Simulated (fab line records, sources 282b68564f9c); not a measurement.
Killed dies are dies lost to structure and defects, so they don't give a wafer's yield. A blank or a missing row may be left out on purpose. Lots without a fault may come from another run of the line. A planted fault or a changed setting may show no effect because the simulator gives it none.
fab line records | flow rit_cmos
record lots=14 wafers=42 last_day=6
route steps=202 shown PLDD@123 PSD@150 M1@202
lots that met no fault: from a run of the same line without faults
start_h: hours from the record's first day to the start of the lot's first wafer shown | wait_h: hours since the lot's step before | " the same as in the row above | L1.1+2: a row that stands for several wafers | - no value, or no start given | * or withheld: withheld | < > ~ a bound
route shown NAME@n: a module of which the file shows steps, and the number in the route of the first | usual: mean/standard deviation of fault-free wafers | same: alike in all rows | chamber/n: place in a boat | sites: the reading at each site | _std_site: their standard deviation | _edge_site: outer sites' mean less inner sites' | radius_mm: how far each site lies from the wafer's centre | mask NAME#n: copy n | behind: the tool/chamber that last shaped the wafer | hold: why the lot was held/for how many hours/how that ended | device: the transistor (n, p or np) that didn't switch | end of line: the same wafers' tests at the end of the route | a step without rows: its recipe alone | killed: dies lost to structure and defects at the first sort, not the wafer's yield | map: a wafer's dies, x killed, . not, _ none there
set.NAME: the setting as run; set.NAME@STEP: as run at that earlier step | model.NAME: the simulator's own value behind a step, which no gauge read
steps of the route over a sample of lots; a table a step, a row a wafer
services: from which hour (start_h, from the record's first day; less than 0 if before it) a tool's chamber was out of use, for how many hours, and why
## steps
# step RIT_PLDD_STRIP_09
# recipe chemistry=O2 time_s=180 resist=NOVOLAK platen_temp_c=withheld power_w=500 pressure_mtorr=4000 o2_flow_sccm=4000
# usual drypump_motor_current_A=5.8/0.35 o2_flow_sccm=4000/13
# columns lot.wafer tool chamber start_h wait_h drypump_motor_current_A o2_flow_sccm rf_hours_counter_h
L471.3 plasma_asher-04 0 46.05 0.1 6.0 3994 -
L471.5 " 0 " " 6.0 3982 -
L471.6 " 1 " " 5.8 3994 -
L472.1 plasma_asher-04 0 53.58 0.1 6.0 3981 44
L472.2 " 1 " " 5.8 3988 44
L472.6 " 0 " " 6.0 3996 -
L473.1 plasma_asher-02 0 56.29 0.1 5.7 4001 40
L473.2 " 1 " " 5.7 3992 40
L473.3 " 1 " " 5.8 3994 -
L474.1 plasma_asher-04 0 59.31 0.1 6.0 4009 45
L474.4 " 0 " " 6.0 4013 -
L474.5 " 0 " " 6.0 4015 -
L475.2 plasma_asher-02 1 67.45 0.1 5.8 3990 41
L475.4 " 1 " " 5.8 3988 -
L475.6 " 1 " " 5.8 3982 -
L476.2 plasma_asher-04 1 73.90 0.1 5.8 3996 46
L476.3 " 0 " " 6.0 3985 -
L476.4 " 1 " " 5.8 3994 -
L477.1 plasma_asher-02 1 77.63 0.1 5.8 3993 42
L477.2 " 0 " " 5.7 4024 42
L477.3 " 1 " " 5.8 3997 -
L483.2 plasma_asher-01 1 110.36 0.1 6.5 4011 49
L483.3 " 0 " " 5.2 4015 -
L483.5 " 1 " " 6.4 4001 -
L484.2 plasma_asher-01 0 113.15 0.1 5.2 4006 50
L484.3 " 0 " " 5.2 3999 -
L484.5 " 0 " " 5.2 3991 -
L485.1 plasma_asher-01 0 113.76 0.1 5.2 3979 50
L485.2 " 1 " " 6.5 4004 50
L485.3 " 0 " " 5.2 3986 -
L487.2 plasma_asher-02 0 129.68 0.1 5.7 3999 2
L487.4 " 0 " " 5.7 3997 -
L487.6 " 0 " " 5.7 3997 -
L488.2 plasma_asher-02 0 134.69 0.1 5.7 3995 2
L488.4 " 1 " " 5.8 4003 -
L488.6 " 1 " " 5.7 4012 -
L489.1 plasma_asher-04 0 137.32 0.1 6.0 4001 54
L489.4 " 1 " " 5.8 4019 -
L489.5 " 0 " " 6.0 4021 -
L490.4 plasma_asher-01 1 139.05 0.1 6.5 4014 -
L490.5 " 1 " " 6.5 4019 -
L490.6 " 0 " " 5.2 3995 -
# step RIT_PSD_IMPLANT_08
# recipe species=BF2 energy_kev=27 dose_cm2=5e+15 tilt_deg=7
# columns lot.wafer tool chamber start_h wait_h
L471.3+5+6 implanter-04 0 52.09 0.1
L472.1+2+6 implanter-03 0 58.88 0.1
L473.1+2+3 implanter-02 0 61.48 0.1
L474.1+4+5 implanter-02 0 64.87 0.1
L475.2+4+6 implanter-02 0 72.91 0.1
L476.2+3+4 implanter-04 0 79.25 0.1
L477.1+2+3 implanter-04 0 83.16 0.1
L483.2+3+5 implanter-04 0 115.72 0.1
L484.2+3+5 implanter-04 0 118.36 0.1
L485.1+2+3 implanter-02 0 120.04 0.1
L487.2+4+6 implanter-02 0 136.01 0.1
L488.2+4+6 implanter-02 0 140.03 0.1
L489.1+4+5 implanter-02 0 142.53 0.1
L490.4+5+6 implanter-02 0 144.69 0.2
# step RIT_PSD_TW_MEAS_10
# usual PSD_TW=3484/19
# columns lot.wafer tool chamber start_h wait_h PSD_TW
L471.3 film_metro-04 - 52.38 0.1 3462
L471.5 " - " " 3485
L471.6 " - " " 3494
L472.1 film_metro-02 - 59.21 0.1 3445
L472.2 " - " " 3474
L472.6 " - " " 3456
L473.1 film_metro-02 - 61.80 0.1 3481
L473.2 " - " " 3471
L473.3 " - " " 3455
L474.1 film_metro-04 - 65.19 0.1 3498
L474.4 " - " " 3526
L474.5 " - " " 3497
L475.2 film_metro-04 - 73.22 0.1 3489
L475.4 " - " " 3484
L475.6 " - " " 3499
L476.2 film_metro-03 - 79.56 0.1 3451
L476.3 " - " " 3486
L476.4 " - " " 3453
L477.1 film_metro-03 - 83.48 0.1 3462
L477.2 " - " " 3473
L477.3 " - " " 3460
L483.2 film_metro-03 - 116.03 0.1 3389
L483.3 " - " " 3414
L483.5 " - " " 3391
L484.2 film_metro-03 - 118.67 0.1 3375
L484.3 " - " " 3391
L484.5 " - " " 3383
L485.1 film_metro-02 - 120.36 0.1 3518
L485.2 " - " " 3479
L485.3 " - " " 3492
L487.2 film_metro-04 - 136.32 0.1 3530
L487.4 " - " " 3525
L487.6 " - " " 3494
L488.2 film_metro-03 - 140.34 0.1 3479
L488.4 " - " " 3478
L488.6 " - " " 3453
L489.1 film_metro-03 - 142.86 0.1 3474
L489.4 " - " " 3499
L489.5 " - " " 3466
L490.4 film_metro-04 - 144.97 0.1 3471
L490.5 " - " " 3494
L490.6 " - " " 3478
# step RIT_SDANNEAL_RS_MEAS_04
# recipe thk_meas_gauge=four-point-probe
# usual PSD_RS=116.1/0.33
# columns lot.wafer tool chamber start_h wait_h PSD_RS[ohm/sq]
L471.3 film_metro-03 - 52.89 0.1 116.0
L471.5 " - " " 115.6
L471.6 " - " " 116.0
L472.1 film_metro-04 - 59.69 0.0 116.6
L472.2 " - " " 116.9
L472.6 " - " " 116.3
L473.1 film_metro-02 - 62.29 0.0 115.8
L473.2 " - " " 115.8
L473.3 " - " " 115.6
L474.1 film_metro-03 - 65.75 0.0 116.0
L474.4 " - " " 116.0
L474.5 " - " " 116.0
L475.2 film_metro-04 - 73.73 0.1 115.9
L475.4 " - " " 115.8
L475.6 " - " " 116.3
L476.2 film_metro-04 - 80.06 0.1 116.1
L476.3 " - " " 115.8
L476.4 " - " " 115.8
L477.1 film_metro-04 - 84.00 0.0 116.6
L477.2 " - " " 116.5
L477.3 " - " " 116.2
L483.2 film_metro-02 - 116.53 0.1 118.9
L483.3 " - " " 118.8
L483.5 " - " " 118.7
L484.2 film_metro-03 - 119.18 0.1 119.3
L484.3 " - " " 119.1
L484.5 " - " " 118.9
L485.1 film_metro-03 - 120.85 0.0 115.9
L485.2 " - " " 115.9
L485.3 " - " " 115.8
L487.2 film_metro-02 - 136.82 0.1 115.8
L487.4 " - " " 115.9
L487.6 " - " " 116.0
L488.2 film_metro-02 - 140.86 0.1 115.8
L488.4 " - " " 116.2
L488.6 " - " " 116.0
L489.1 film_metro-04 - 143.35 0.0 116.0
L489.4 " - " " 115.7
L489.5 " - " " 116.0
L490.4 film_metro-03 - 145.51 0.1 116.4
L490.5 " - " " 116.5
L490.6 " - " " 117.0
# step RIT_M1_PROBE_99
# usual killed_at_contacts=0.0/0.22 killed_at_front_end=7/3.3 killed_dies=7/3.3 killed_open=3.3/1.9 killed_short=3.6/2.1
# same gross_dies=264 killed_at_M0_to_M3=0 killed_at_M4_up=0 killed_at_back_side=0 killed_at_other=0
# columns lot.wafer tool chamber start_h wait_h killed_at_contacts killed_at_front_end killed_dies killed_open killed_short
L475.2 prober-01 - 81.09 0.1 0 7 7 2 5
L475.4 prober-01 - 81.19 0.2 0 1 1 0 1
L475.6 prober-01 - 81.29 0.2 1 8 9 3 6
L476.2 prober-02 - 87.61 0.1 0 7 7 3 4
L476.3 prober-02 - 87.66 0.2 0 6 6 3 3
L476.4 prober-02 - 87.71 0.2 0 6 6 3 3
L477.1 prober-01 - 91.85 0.1 0 7 7 2 5
L477.2 prober-01 - 91.90 0.1 0 15 15 7 8
L477.3 prober-01 - 91.95 0.2 0 7 7 5 2
L487.2 prober-01 - 144.40 0.1 0 9 9 4 5
L487.4 prober-01 - 144.50 0.2 0 6 6 5 1
L487.6 prober-01 - 144.60 0.2 0 6 6 3 3
L488.2 prober-02 - 148.22 0.1 0 6 6 1 5
L488.4 prober-02 - 148.32 0.2 0 0 0 0 0
L488.6 prober-02 - 148.42 0.2 0 1 1 1 0
# killed by level:class
L475.2 GATE:geometric_particle:short=2 SPACER:geometric_particle:short=2 SPACER:geometric_particle:open=2 FOX1:geometric_particle:short=1
L475.4 GATE:geometric_particle:short=1
L475.6 GATE:geometric_particle:short=2 FOX1:geometric_particle:short=1 FOX1:geometric_particle:open=1 FOX2:geometric_particle:open=1 REOX:geometric_particle:open=1 SPACER:geometric_particle:short=1 SILICIDE:geometric_particle:short=1 CONTACT:geometric_particle:short=1
L476.2 FOX1:geometric_particle:short=1 FOX1:geometric_particle:open=1 GATE:geometric_particle:open=1 REOX:geometric_particle:short=1 SPACER:geometric_particle:open=1 SPACER:geometric_particle:short=1 SILICIDE:geometric_particle:short=1
L476.3 GATE:geometric_particle:short=2 GATE:geometric_particle:open=1 REOX:geometric_particle:open=1 SPACER:geometric_particle:open=1 SPACER:geometric_particle:short=1
L476.4 REOX:geometric_particle:open=3 GATE:geometric_particle:short=1 REOX:geometric_particle:short=1 SPACER:geometric_particle:short=1
L477.1 FOX1:geometric_particle:short=2 REOX:geometric_particle:short=2 REOX:geometric_particle:open=1 SPACER:geometric_particle:short=1 SILICIDE:geometric_particle:open=1
L477.2 GATE:geometric_particle:short=5 SPACER:geometric_particle:open=4 GATE:geometric_particle:open=2 FOX1:geometric_particle:short=1 FOX2:geometric_particle:short=1 REOX:geometric_particle:open=1 SPACER:geometric_particle:short=1
L477.3 GATE:geometric_particle:open=2 REOX:geometric_particle:open=2 FOX1:geometric_particle:short=1 SPACER:geometric_particle:short=1 SPACER:geometric_particle:open=1
L487.2 GATE:geometric_particle:short=3 FOX1:geometric_particle:open=2 GATE:geometric_particle:open=2 REOX:geometric_particle:short=2
L487.4 GATE:geometric_particle:open=2 SPACER:geometric_particle:open=2 GATE:geometric_particle:short=1 SILICIDE:geometric_particle:open=1
L487.6 SPACER:geometric_particle:open=2 FOX1:geometric_particle:short=1 FOX2:geometric_particle:open=1 GATE:geometric_particle:short=1 SILICIDE:geometric_particle:short=1
L488.2 FOX1:geometric_particle:short=3 GATE:geometric_particle:short=1 REOX:geometric_particle:open=1 SPACER:geometric_particle:short=1
L488.6 GATE:geometric_particle:open=1
## services
# columns tool chamber start_h hours kind
plasma_asher-04 - 32.25 2.2 repair
implanter-04 - 38.37 0.7 repair
implanter-03 - 41.36 1.0 repair
implanter-03 - 68.20 1.5 repair
implanter-03 - 84.37 1.6 repair
plasma_asher-02 - 108.75 9.0 pm
plasma_asher-02 0 108.75 9.0 vent_cycle
plasma_asher-02 1 108.75 9.0 vent_cycle
plasma_asher-02 0 117.75 - clean
plasma_asher-02 1 117.75 - clean
plasma_asher-01 - 129.07 1.5 repair
implanter-04 - 131.21 5.2 repair
implanter-04 - 138.11 16.1 pm
## key
first_sign step=RIT_PSD_TW_MEAS_10 reading=PSD_TW direction=down sigmas=4.8 usual=3484 struck=3391
effect step=RIT_SDANNEAL_RS_MEAS_04 reading=PSD_RS direction=up sigmas=8.8 usual=116.1 struck=119.0
met_at RIT_PSD_IMPLANT_08
struck_lots L483,L484
tester_left_out L483,L484
loop_trim step=RIT_M1_EXPOSE_06 setting=dose lots=L484
not_acting_at RIT_PLDD_STRIP_09
onset_between 83.16 115.72
fault kind=process_parameter_drift tool=implanter-04 chamber=- onset_h=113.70 steps=RIT_PSD_IMPLANT_08 channel=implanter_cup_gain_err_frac offset=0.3 shape=step end_h=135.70
# tester_left_out: of these lots the tester's yield and bins aren't shown, on N5 and GAA mostly nor the transistor test; their killed dies are dies lost to structure and defects alone, not to doping, threshold or leakage, so they don't give the yield
# loop_trim: a control loop set the setting to another value than it would have without faults
